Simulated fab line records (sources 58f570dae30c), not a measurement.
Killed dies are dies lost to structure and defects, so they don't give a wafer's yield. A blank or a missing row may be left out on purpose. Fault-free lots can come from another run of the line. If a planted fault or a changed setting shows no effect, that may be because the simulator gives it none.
fab line records ; flow berkeleyCmos170
record lots=7; wafers=21; lastDay=11
route steps=331 shown NLDD@162 SPACER@171
lots untouched by any fault: they come from a run of this same line in which no faults occurred
startH: start of the lot's first displayed wafer, in hours after the record's first day ; waitH: hours from the lot's prior step to this one ; " as in the row above ; L1.1+2: one row covering several wafers at once ; - no value, or no start was given ; * or withheld: withheld ; < > ~ a bound
route shown NAME@n: a module of which the file shows steps, and the number in the route of the first ; usual: mean/standard deviation taken from wafers without a fault ; same: alike in all rows ; chamber/n: place in a boat ; sites: the reading at each site ; _std_site: the standard deviation of these ; _edge_site: outer sites' mean less inner sites' ; radiusMm: how far each site lies from the wafer's centre ; mask NAME#n: copy n ; behind: the tool/chamber that last shaped the wafer ; hold: why the lot was held/for how many hours/how that ended ; device: which transistor (n, p or np) failed to switch ; end of line: tests of these same wafers at the route's end ; a step with no rows: only its recipe ; killed: dies that structure and defects cost at the first sort, which is not the same as the wafer's yield ; map: per-die view of a wafer (x killed, . not killed, _ where there is no die)
set.NAME: the run value of the setting; set.NAME@STEP: its run value at that earlier step ; model.NAME: the simulator's own value behind a step, which no gauge read
lots at selected steps of the route; one table per step, one row per wafer
services: a tool's chamber out of use, with start hour (startH, from the record's first day; less than 0 if before it), hours out, and reason
## steps
# step UCB170_NLDD_PEB_04
# recipe pebTempC=130; pebTimeS=withheld; resist=KrF
# step UCB170_NLDD_DEVELOP_05
# recipe developer=TMAH; developTimeS=45; resist=KrF; devTempC=21
# step UCB170_NLDD_CD_MEAS_06
# recipe targetCdNm=1200
# usual cdNm=1200.0/1.2
lot.wafer;tool;chamber;startH;waitH;cdNm
L800.1;cdSem-01;-;127.21;-;1200.6
L800.2;cdSem-01;-;127.21;-;1200.4
L800.4;cdSem-01;-;127.21;-;1200.9
L801.1;cdSem-02;-;127.78;-;1199.3
L801.4;cdSem-02;-;127.78;-;1200.6
L801.5;cdSem-02;-;127.78;-;1200.3
L808.1;cdSem-02;-;192.66;-;1199.7
L808.3;cdSem-02;-;192.66;-;1200.1
L808.4;cdSem-02;-;192.66;-;1201.0
L810.1;cdSem-02;-;193.06;-;1198.7
L810.3;cdSem-02;-;193.06;-;1197.5
L810.6;cdSem-02;-;193.06;-;1198.4
L813.1;cdSem-01;-;197.40;-;1198.7
L813.4;cdSem-01;-;197.40;-;1199.6
L813.5;cdSem-01;-;197.40;-;1198.7
L818.1;cdSem-02;-;231.43;-;1198.7
L818.5;cdSem-02;-;231.43;-;1199.0
L818.6;cdSem-02;-;231.43;-;1198.5
L819.1;cdSem-01;-;231.49;-;1200.8
L819.3;cdSem-01;-;231.49;-;1200.3
L819.6;cdSem-01;-;231.49;-;1200.6
# step UCB170_NLDD_OVL_MEAS_07
# usual NLDD_OVL=1/4.4
lot.wafer;tool;chamber;startH;waitH;NLDD_OVL[nm]
L800.1;overlay-01;-;127.33;0.1;0
L800.2;overlay-01;-;127.33;0.1;0
L800.4;overlay-01;-;127.33;0.1;0
L801.1;overlay-02;-;127.90;0.1;-3
L801.4;overlay-02;-;127.90;0.1;4
L801.5;overlay-02;-;127.90;0.1;1
L808.1;overlay-02;-;192.78;0.1;2
L808.3;overlay-02;-;192.78;0.1;5
L808.4;overlay-02;-;192.78;0.1;-7
L810.1;overlay-02;-;193.18;0.1;-6
L810.3;overlay-02;-;193.18;0.1;2
L810.6;overlay-02;-;193.18;0.1;1
L813.1;overlay-01;-;197.52;0.1;1
L813.4;overlay-01;-;197.52;0.1;8
L813.5;overlay-01;-;197.52;0.1;4
L818.1;overlay-02;-;231.55;0.1;6
L818.5;overlay-02;-;231.55;0.1;5
L818.6;overlay-02;-;231.55;0.1;-7
L819.1;overlay-01;-;231.61;0.1;1
L819.3;overlay-01;-;231.61;0.1;-5
L819.6;overlay-01;-;231.61;0.1;-7
# step UCB170_NLDD_IMPLANT_08
# recipe species=As; doseCm2=5e+13; energyKev=30; tiltDeg=7; rotationDeg=0
# step UCB170_NLDD_IMPLANT_09
# recipe species=As; doseCm2=5e+13; energyKev=30; tiltDeg=7; rotationDeg=180
# step UCB170_NLDD_STRIP_10
# recipe chemistry=O2; powerW=400; pressureMtorr=3500; platenTempC=withheld; o2FlowSccm=400; overashFraction=0.5
# usual drypumpMotorCurrentA=5.8/0.62; oesProductAu=0.735/0.0046; stripTimeToEndpointS=21.62/0.068
lot.wafer;tool;chamber;startH;waitH;drypumpMotorCurrentA;oesProductAu;rfHoursCounterH;stripTimeToEndpointS
L800.1;plasmaAsher-04;1;127.66;0.1;6.5;0.746;1;21.62
L800.2;plasmaAsher-04;0;127.66;0.1;5.4;0.736;1;21.75
L800.4;plasmaAsher-04;0;127.66;0.1;5.5;0.730;-;21.64
L801.1;plasmaAsher-01;1;128.23;0.1;6.8;0.738;43;21.64
L801.4;plasmaAsher-01;1;128.23;0.1;6.8;0.734;-;21.70
L801.5;plasmaAsher-01;1;128.23;0.1;6.8;0.737;-;21.75
L808.1;plasmaAsher-04;1;193.12;0.1;6.5;0.733;7;21.58
L808.3;plasmaAsher-04;0;193.12;0.1;5.4;0.745;-;21.65
L808.4;plasmaAsher-04;1;193.12;0.1;6.5;0.732;-;21.58
L810.1;plasmaAsher-04;1;193.51;0.1;6.5;0.736;7;21.61
L810.3;plasmaAsher-04;1;193.51;0.1;6.5;0.730;-;21.66
L810.6;plasmaAsher-04;1;193.51;0.1;6.5;0.739;-;21.76
L813.1;plasmaAsher-03;0;197.86;0.1;5.2;0.736;41;21.70
L813.4;plasmaAsher-03;0;197.86;0.1;5.1;0.734;-;21.65
L813.5;plasmaAsher-03;0;197.86;0.1;5.2;0.736;-;21.70
L818.1;plasmaAsher-03;0;231.88;0.1;5.2;0.742;46;21.58
L818.5;plasmaAsher-03;0;231.88;0.1;5.2;0.731;-;21.57
L818.6;plasmaAsher-03;1;231.88;0.1;5.6;0.737;-;21.54
L819.1;plasmaAsher-01;0;231.95;0.1;5.4;0.739;56;21.71
L819.3;plasmaAsher-01;0;231.95;0.1;5.4;0.745;-;21.67
L819.6;plasmaAsher-01;0;231.95;0.1;5.4;0.730;-;21.62
# step UCB170_NLDD_TW_MEAS_11
# usual NLDD_TW=2208/11
lot.wafer;tool;chamber;startH;waitH;NLDD_TW
L800.1;filmMetro-01;-;127.76;0.1;2205
L800.2;filmMetro-01;-;127.76;0.1;2221
L800.4;filmMetro-01;-;127.76;0.1;2222
L801.1;filmMetro-03;-;128.33;0.1;2189
L801.4;filmMetro-03;-;128.33;0.1;2197
L801.5;filmMetro-03;-;128.33;0.1;2204
L808.1;filmMetro-01;-;193.22;0.1;2236
L808.3;filmMetro-01;-;193.22;0.1;2241
L808.4;filmMetro-01;-;193.22;0.1;2224
L810.1;filmMetro-02;-;193.61;0.1;2212
L810.3;filmMetro-02;-;193.61;0.1;2203
L810.6;filmMetro-02;-;193.61;0.1;2206
L813.1;filmMetro-03;-;197.96;0.1;2210
L813.4;filmMetro-03;-;197.96;0.1;2201
L813.5;filmMetro-03;-;197.96;0.1;2212
L818.1;filmMetro-02;-;231.98;0.1;2228
L818.5;filmMetro-02;-;231.98;0.1;2207
L818.6;filmMetro-02;-;231.98;0.1;2223
L819.1;filmMetro-01;-;232.05;0.1;2202
L819.3;filmMetro-01;-;232.05;0.1;2220
L819.6;filmMetro-01;-;232.05;0.1;2202
# step UCB170_NLDD_CLEAN_12
# recipe chemistry=SPM; tempC=120; timeS=600
# step UCB170_SPACER_CVD_00
# recipe material=SiO2; targetThkNm=376; tempC=390; precursor=TEOS/O2; timeS=47; rfW=550; pressureMtorr=9000
# usual heaterPowerW=263/49; rfFwdPowerW=545.4/1.9
lot.wafer;tool;chamber;startH;waitH;heaterPowerW;rfFwdPowerW
L800.1;pecvd-02;2;128.10;0.0;216;547.7
L800.2;pecvd-02;1;128.10;0.0;312;546.6
L800.4;pecvd-02;1;128.10;0.0;329;544.1
L801.1;pecvd-04;2;128.57;0.0;229;543.3
L801.4;pecvd-04;0;128.57;0.0;210;545.2
L801.5;pecvd-04;1;128.57;0.0;376;543.7
L808.1;pecvd-03;0;193.45;0.0;196;542.9
L808.3;pecvd-03;1;193.45;0.0;257;542.5
L808.4;pecvd-03;2;193.45;0.0;232;549.3
L810.1;pecvd-03;1;194.08;0.0;266;545.6
L810.3;pecvd-03;0;194.08;0.0;196;545.1
L810.6;pecvd-03;1;194.08;0.0;275;545.2
L813.1;pecvd-03;0;198.36;0.0;232;544.4
L813.4;pecvd-03;0;198.36;0.0;232;542.8
L813.5;pecvd-03;1;198.36;0.0;298;542.9
L818.1;pecvd-04;2;233.79;0.0;189;544.2
L818.5;pecvd-04;2;233.79;0.0;207;544.2
L818.6;pecvd-04;0;233.79;0.0;260;546.2
L819.1;pecvd-02;0;233.79;0.0;333;546.8
L819.3;pecvd-02;2;233.79;0.0;223;544.4
L819.6;pecvd-02;2;233.79;0.0;237;544.2
# step UCB170_SPACER_THK_MEAS_01
# recipe reads=SiO2_of_SPACER_CVD_00
# usual SPACER_TEOS_THK=378/5.4
lot.wafer;tool;chamber;startH;waitH;SPACER_TEOS_THK[nm]
L800.1;filmMetro-02;-;128.15;0.0;374
L800.2;filmMetro-02;-;128.15;0.0;377
L800.4;filmMetro-02;-;128.15;0.0;375
L801.1;filmMetro-02;-;128.61;0.0;370
L801.4;filmMetro-02;-;128.61;0.0;375
L801.5;filmMetro-02;-;128.61;0.0;382
L808.1;filmMetro-02;-;193.50;0.0;370
L808.3;filmMetro-02;-;193.50;0.0;374
L808.4;filmMetro-02;-;193.50;0.0;385
L810.1;filmMetro-03;-;194.12;0.0;375
L810.3;filmMetro-03;-;194.12;0.0;372
L810.6;filmMetro-03;-;194.12;0.0;379
L813.1;filmMetro-04;-;198.40;0.0;374
L813.4;filmMetro-04;-;198.40;0.0;380
L813.5;filmMetro-04;-;198.40;0.0;382
L818.1;filmMetro-02;-;233.86;0.0;368
L818.5;filmMetro-02;-;233.86;0.0;377
L818.6;filmMetro-02;-;233.86;0.0;377
L819.1;filmMetro-04;-;233.89;0.1;372
L819.3;filmMetro-04;-;233.89;0.1;379
L819.6;filmMetro-04;-;233.89;0.1;380
# step UCB170_SPACER_ANNEAL_02
# recipe tempC=900; timeS=1800; ambient=N2
# step UCB170_SPACER_ETCHBACK_03
# recipe stopOn=Si; target=SiO2; chemistry=CHF3/CF4/Ar; CHF3_flow_sccm=50; cf4FlowSccm=10; Ar_flow_sccm=120; pressureMtorr=200; rfW=500; targetDepthA=3760; timeS=100
# usual drypumpMotorCurrentA=5.8/0.51; oesProductAu=0.900/0.016; rfFwdPowerW=497.3/1.6; runLengthS=128.4/0.47; throttleValvePct=6.45/0.11
lot.wafer;tool;chamber;startH;waitH;drypumpMotorCurrentA;oesProductAu;rfFwdPowerW;rfHoursCounterH;runLengthS;throttleValvePct;model.etch.depthNm
L800.1;rieDiel-04;3;132.71;0.0;6.5;0.910;495.8;29;128.9;6.42;373.7
L800.2;rieDiel-04;0;132.71;0.0;5.7;0.892;495.6;91;128.6;6.61;377.7
L800.4;rieDiel-04;2;132.71;0.0;5.3;0.888;496.6;157;128.1;6.36;374.5
L801.1;rieDiel-03;2;132.71;0.0;5.3;0.874;497.7;7;128.1;6.56;370.3
L801.4;rieDiel-03;0;132.71;0.0;5.6;0.901;497.3;99;127.4;6.54;374.7
L801.5;rieDiel-03;3;132.71;0.0;6.6;0.919;497.0;-;127.9;6.35;382.5
L808.1;rieDiel-04;2;196.60;0.0;5.3;1.005;-;1;88.2;6.36;261.2
L808.3;rieDiel-04;0;196.60;0.0;5.7;0.991;-;94;88.5;6.63;258.6
L808.4;rieDiel-04;1;196.60;0.0;5.9;0.999;-;43;88.4;6.45;260
L810.1;rieDiel-04;3;196.67;0.1;6.5;1.009;-;31;88.8;6.41;253.4
L810.3;rieDiel-04;1;196.67;0.1;5.9;1.000;-;43;88.8;6.46;261.2
L810.6;rieDiel-04;1;196.67;0.1;5.9;0.986;-;-;89.2;6.42;259.2
L813.1;rieDiel-04;1;201.11;0.0;5.8;0.992;-;43;88.8;6.45;257.6
L813.4;rieDiel-04;3;201.11;0.0;6.5;0.992;-;31;88.8;6.43;251.1
L813.5;rieDiel-04;1;201.11;0.0;5.9;0.997;-;-;88.7;6.44;259.5
L818.1;rieDiel-02;2;238.93;0.0;6.6;0.867;496.7;95;128.0;6.30;367.8
L818.5;rieDiel-02;2;238.93;0.0;6.6;0.880;497.6;-;128.3;6.32;377
L818.6;rieDiel-02;2;238.93;0.0;6.6;0.884;498.5;-;128.5;6.32;376.8
L819.1;rieDiel-03;2;238.93;0.0;5.3;0.872;498.7;12;128.2;6.59;371.7
L819.3;rieDiel-03;3;238.93;0.0;6.5;0.930;498.2;135;127.9;6.34;379.1
L819.6;rieDiel-03;1;238.93;0.0;5.3;0.901;495.1;-;128.3;6.44;380.3
## services
tool;chamber;startH;hours;kind
rieDiel-02;3;105.81;4.9;repair
rieDiel-02;1;107.73;2.4;repair
plasmaAsher-04;-;108.75;9.0;pm
rieDiel-04;3;121.91;8.7;repair
pecvd-02;-;135.50;14.0;pm
rieDiel-04;2;138.81;-;clean
pecvd-04;-;146.83;2.1;repair
rieDiel-04;-;157.39;0.2;repair
rieDiel-04;-;157.63;11.1;repair
pecvd-03;-;161.23;2.8;pm
pecvd-03;1;172.23;5.8;repair
rieDiel-03;2;172.94;6.4;repair
pecvd-03;-;180.09;6.0;pm
plasmaAsher-04;-;202.84;14.6;pm
pecvd-04;-;210.39;14.6;pm
rieDiel-02;0;216.66;5.1;repair
rieDiel-02;3;220.19;25.9;repair
rieDiel-04;0;221.66;2.2;repair
rieDiel-03;-;222.48;1.5;repair
plasmaAsher-04;-;223.09;10.2;repair
rieDiel-02;2;223.53;10.1;repair
rieDiel-02;-;230.19;0.6;repair
rieDiel-02;1;232.70;8.4;repair
rieDiel-02;0;238.35;9.4;repair
## key
firstSign step=UCB170_SPACER_ETCHBACK_03; reading=runLengthS; direction=down; sigmas=85; usual=*; struck=*
effect step=UCB170_SPACER_ETCHBACK_03; reading=oesProductAu; direction=up; sigmas=5.9; usual=0.900; struck=0.997
modelEffect step=UCB170_SPACER_ETCHBACK_03; value=etch.depthNm; without=376.8; struck=258
metAt UCB170_SPACER_ETCHBACK_03
struckWafers L808.1,L808.3,L808.4,L810.1,L810.3,L810.6,L813.1,L813.4,L813.5
laterRowsLeftOut L808.1,L808.3,L808.4,L810.1,L810.3,L810.6,L813.1,L813.4,L813.5
sortLeftOut L808.1,L808.3,L808.4,L810.1,L810.3,L810.6,L813.1,L813.4,L813.5
testerLeftOut L808,L810,L813
fault kind=processParameterDrift; tool=rieDiel-04; chamber=-; onsetH=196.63; steps=UCB170_SPACER_ETCHBACK_03; channel=timeS; offset=*; shape=step; endH=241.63; actsIn=*; stated=*
# testerLeftOut: of these lots the tester's yield and bins aren't shown, on N5 and GAA mostly nor the transistor test; their killed dies are dies lost to structure and defects alone, not to doping, threshold or leakage, so they don't give the yield
# sortLeftOut: the simulated sort isn't trusted on such a fault, so these wafers' sort isn't shown, and their yield isn't known
# laterRowsLeftOut: the simulator's readings of these wafers behind a module that went badly wrong aren't trusted and aren't shown, but for the sort
